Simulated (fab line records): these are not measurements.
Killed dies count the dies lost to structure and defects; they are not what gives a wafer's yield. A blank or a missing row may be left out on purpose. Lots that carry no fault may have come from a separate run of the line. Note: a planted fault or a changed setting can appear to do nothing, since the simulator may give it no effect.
Which tool was responsible? || flow berkeley-cmos170 || 14 lots with 42 wafers sampled at 3 steps, on a route of 331 steps

== WHAT THE GAUGES READ, wafer by wafer ==
UCB170_PWELL_TW_MEAS_17. Usual: PWELL_TW 379.6, standard deviation 1.9.
{"lot": "L362", "measured": "day 2 23:21", "on": "film-metro-02", "PWELL_TW": "378.2 379.6 378.9", "flag": ""}
{"lot": "L364", "measured": "day 3 16:33", "on": "film-metro-01", "PWELL_TW": "380.6 380.6 383.6", "flag": ""}
{"lot": "L366", "measured": "day 3 16:47", "on": "film-metro-04", "PWELL_TW": "375.1 378.0 376.7", "flag": ""}
{"lot": "L367", "measured": "day 4 00:55", "on": "film-metro-01", "PWELL_TW": "380.3 377.2 377.8", "flag": ""}
{"lot": "L370", "measured": "day 4 15:31", "on": "film-metro-02", "PWELL_TW": "380.1 380.4 380.6", "flag": ""}
{"lot": "L373", "measured": "day 5 05:15", "on": "film-metro-04", "PWELL_TW": "381.1 376.9 378.5", "flag": ""}
{"lot": "L376", "measured": "day 6 05:56", "on": "film-metro-04", "PWELL_TW": "376.7 379.0 377.9", "flag": ""}
{"lot": "L378", "measured": "day 6 16:32", "on": "film-metro-04", "PWELL_TW": "376.0 375.5 377.6", "flag": ""}
{"lot": "L377", "measured": "day 6 16:34", "on": "film-metro-01", "PWELL_TW": "379.8 379.9 381.3", "flag": ""}
{"lot": "L379", "measured": "day 6 23:18", "on": "film-metro-01", "PWELL_TW": "380.7 383.4 383.0", "flag": ""}
{"lot": "L381", "measured": "day 7 16:16", "on": "film-metro-02", "PWELL_TW": "381.1 377.9 380.2", "flag": ""}
{"lot": "L382", "measured": "day 7 16:30", "on": "film-metro-01", "PWELL_TW": "381.5 381.6 382.3", "flag": ""}
{"lot": "L384", "measured": "day 7 22:40", "on": "film-metro-04", "PWELL_TW": "378.4 378.9 377.1", "flag": ""}
{"lot": "L385", "measured": "day 7 22:44", "on": "film-metro-02", "PWELL_TW": "380.1 379.6 379.3", "flag": ""}

UCB170_GATE_THK_MEAS_05. Usual: GATE_POLY_THK 213.7 nm, standard deviation 2.3.
{"lot": "L362", "measured": "day 6 02:58", "on": "film-metro-02", "GATE_POLY_THK (nm)": "216.6 217.1 215.9", "flag": ""}
{"lot": "L364", "measured": "day 7 01:10", "on": "film-metro-01", "GATE_POLY_THK (nm)": "216.1 214.2 215.1", "flag": ""}
{"lot": "L366", "measured": "day 7 01:10", "on": "film-metro-02", "GATE_POLY_THK (nm)": "210.4 210.7 211.3", "flag": ""}
{"lot": "L367", "measured": "day 7 04:37", "on": "film-metro-02", "GATE_POLY_THK (nm)": "214.3 213.3 213.4", "flag": ""}
{"lot": "L370", "measured": "day 7 23:02", "on": "film-metro-02", "GATE_POLY_THK (nm)": "210.8 212.2 211.5", "flag": ""}
{"lot": "L373", "measured": "day 8 14:55", "on": "film-metro-01", "GATE_POLY_THK (nm)": "212.7 213.2 215.8", "flag": ""}
{"lot": "L376", "measured": "day 9 00:14", "on": "film-metro-03", "GATE_POLY_THK (nm)": "216.2 216.1 215.3", "flag": ""}
{"lot": "L378", "measured": "day 9 06:19", "on": "film-metro-02", "GATE_POLY_THK (nm)": "215.3 215.8 214.9", "flag": ""}
{"lot": "L377", "measured": "day 9 06:20", "on": "film-metro-03", "GATE_POLY_THK (nm)": "212.5 213.4 211.6", "flag": ""}
{"lot": "L379", "measured": "day 9 16:53", "on": "film-metro-01", "GATE_POLY_THK (nm)": "216.4 214.1 215.0", "flag": ""}
{"lot": "L381", "measured": "day 10 04:05", "on": "film-metro-01", "GATE_POLY_THK (nm)": "214.9 216.0 217.0", "flag": ""}
{"lot": "L382", "measured": "day 10 04:05", "on": "film-metro-02", "GATE_POLY_THK (nm)": "215.8 215.4 215.7", "flag": ""}
{"lot": "L384", "measured": "day 11 03:44", "on": "film-metro-01", "GATE_POLY_THK (nm)": "210.6 209.8 211.0", "flag": ""}
{"lot": "L385", "measured": "day 11 03:44", "on": "film-metro-03", "GATE_POLY_THK (nm)": "217.3 215.4 216.3", "flag": ""}

== WHAT TOOL EACH LOT RAN ON (gives the tool, then ch and the chambers of the sampled wafers, and finally the start) ==
{"lot": "L362", "UCB170_PFIELD_IMPLANT_07": "implanter-02 ch 0, day 4 01:09"}
{"lot": "L364", "UCB170_PFIELD_IMPLANT_07": "implanter-02 ch 0, day 4 21:11"}
{"lot": "L366", "UCB170_PFIELD_IMPLANT_07": "implanter-04 ch 0, day 4 21:54"}
{"lot": "L367", "UCB170_PFIELD_IMPLANT_07": "implanter-01 ch 0, day 5 06:09"}
{"lot": "L370", "UCB170_PFIELD_IMPLANT_07": "implanter-01 ch 0, day 6 01:55"}
{"lot": "L373", "UCB170_PFIELD_IMPLANT_07": "implanter-02 ch 0, day 7 06:22"}
{"lot": "L376", "UCB170_PFIELD_IMPLANT_07": "implanter-02 ch 0, day 7 10:27"}
{"lot": "L378", "UCB170_PFIELD_IMPLANT_07": "implanter-01 ch 0, day 7 18:42"}
{"lot": "L377", "UCB170_PFIELD_IMPLANT_07": "implanter-04 ch 0, day 7 18:29"}
{"lot": "L379", "UCB170_PFIELD_IMPLANT_07": "implanter-01 ch 0, day 8 03:19"}
{"lot": "L381", "UCB170_PFIELD_IMPLANT_07": "implanter-04 ch 0, day 8 16:10"}
{"lot": "L382", "UCB170_PFIELD_IMPLANT_07": "implanter-01 ch 0, day 8 16:19"}
{"lot": "L384", "UCB170_PFIELD_IMPLANT_07": "implanter-01 ch 0, day 9 10:45"}
{"lot": "L385", "UCB170_PFIELD_IMPLANT_07": "implanter-01 ch 0, day 9 11:12"}
- UCB170_PFIELD_IMPLANT_07

== AS READ BY THE TOOLS THEMSELVES (means over the sampled wafers that have a number; for cases with no such wafer, the mark the record gives instead) ==
UCB170_PFIELD_IMPLANT_07. Usual: beam-energy-keV 79.997, standard deviation 0.023; end-station-pressure-torr 5.06e-06 Torr, standard deviation 2.8e-07.
{"lot": "L362", "tool": "implanter-02", "beam-energy-keV": 79.980, "end-station-pressure-torr (Torr)": 4.98e-06, "flag": ""}
{"lot": "L364", "tool": "implanter-02", "beam-energy-keV": 79.997, "end-station-pressure-torr (Torr)": 5.06e-06, "flag": ""}
{"lot": "L366", "tool": "implanter-04", "beam-energy-keV": 79.985, "end-station-pressure-torr (Torr)": 5.17e-06, "flag": ""}
{"lot": "L367", "tool": "implanter-01", "beam-energy-keV": 80.009, "end-station-pressure-torr (Torr)": 5.02e-06, "flag": ""}
{"lot": "L370", "tool": "implanter-01", "beam-energy-keV": 79.990, "end-station-pressure-torr (Torr)": 5.07e-06, "flag": ""}
{"lot": "L373", "tool": "implanter-02", "beam-energy-keV": 81.022, "end-station-pressure-torr (Torr)": 5.13e-06, "flag": "OFF"}
{"lot": "L376", "tool": "implanter-02", "beam-energy-keV": 81.027, "end-station-pressure-torr (Torr)": 5.26e-06, "flag": "OFF"}
{"lot": "L378", "tool": "implanter-01", "beam-energy-keV": 79.994, "end-station-pressure-torr (Torr)": 5.01e-06, "flag": ""}
{"lot": "L377", "tool": "implanter-04", "beam-energy-keV": 80.005, "end-station-pressure-torr (Torr)": 5.16e-06, "flag": ""}
{"lot": "L379", "tool": "implanter-01", "beam-energy-keV": 80.008, "end-station-pressure-torr (Torr)": 5.01e-06, "flag": ""}
{"lot": "L381", "tool": "implanter-04", "beam-energy-keV": 80.026, "end-station-pressure-torr (Torr)": 5.02e-06, "flag": ""}
{"lot": "L382", "tool": "implanter-01", "beam-energy-keV": 79.988, "end-station-pressure-torr (Torr)": 5.21e-06, "flag": ""}
{"lot": "L384", "tool": "implanter-01", "beam-energy-keV": 80.000, "end-station-pressure-torr (Torr)": 4.83e-06, "flag": ""}
{"lot": "L385", "tool": "implanter-01", "beam-energy-keV": 80.001, "end-station-pressure-torr (Torr)": 5.40e-06, "flag": ""}

== THE ANSWER, worked out from the rows above alone ==
Rule: a lot counts as off when the mean over its wafers that have a number is more than 3 standard deviations away from the usual mean. Also off: a lot with no number at a reading for which 4 or more lots have one. All remaining lots with rows at the step are treated as sound. After the gauges, taken in route order, come the tools' own readings; for these a lot's mean is taken, as printed above. The first step at which some lot is off is used, and at that step the reading that is off furthest; a lot without a number counts as furthest.
Off: L373, L376 (UCB170_PFIELD_IMPLANT_07, beam-energy-keV).
If a tool, at that step or one of the process steps before it, ran each lot that is off and ran no sound lot following the first of them, it fits. One fits: implanter-02 at UCB170_PFIELD_IMPLANT_07. A fault onset in the window from L364 (day 4 21:11, its last sound lot) to L373 (day 7 06:22, its first lot off) fits.
On the lots that are off, the tool's own readings at UCB170_PFIELD_IMPLANT_07 differ by more than 5 times the standard deviation of the sound lots' means, which bears it out; beam-energy-keV reads 81.025 there versus 79.999 on the sound lots.

== WHAT HAD BEEN PUT IN BY THE SIMULATOR ==
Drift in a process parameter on implanter-02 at UCB170_PFIELD_IMPLANT_07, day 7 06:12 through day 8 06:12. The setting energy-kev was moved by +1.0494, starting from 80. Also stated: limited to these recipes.
Lots struck among those shown: L373, L376. The rule above reached the same finding.
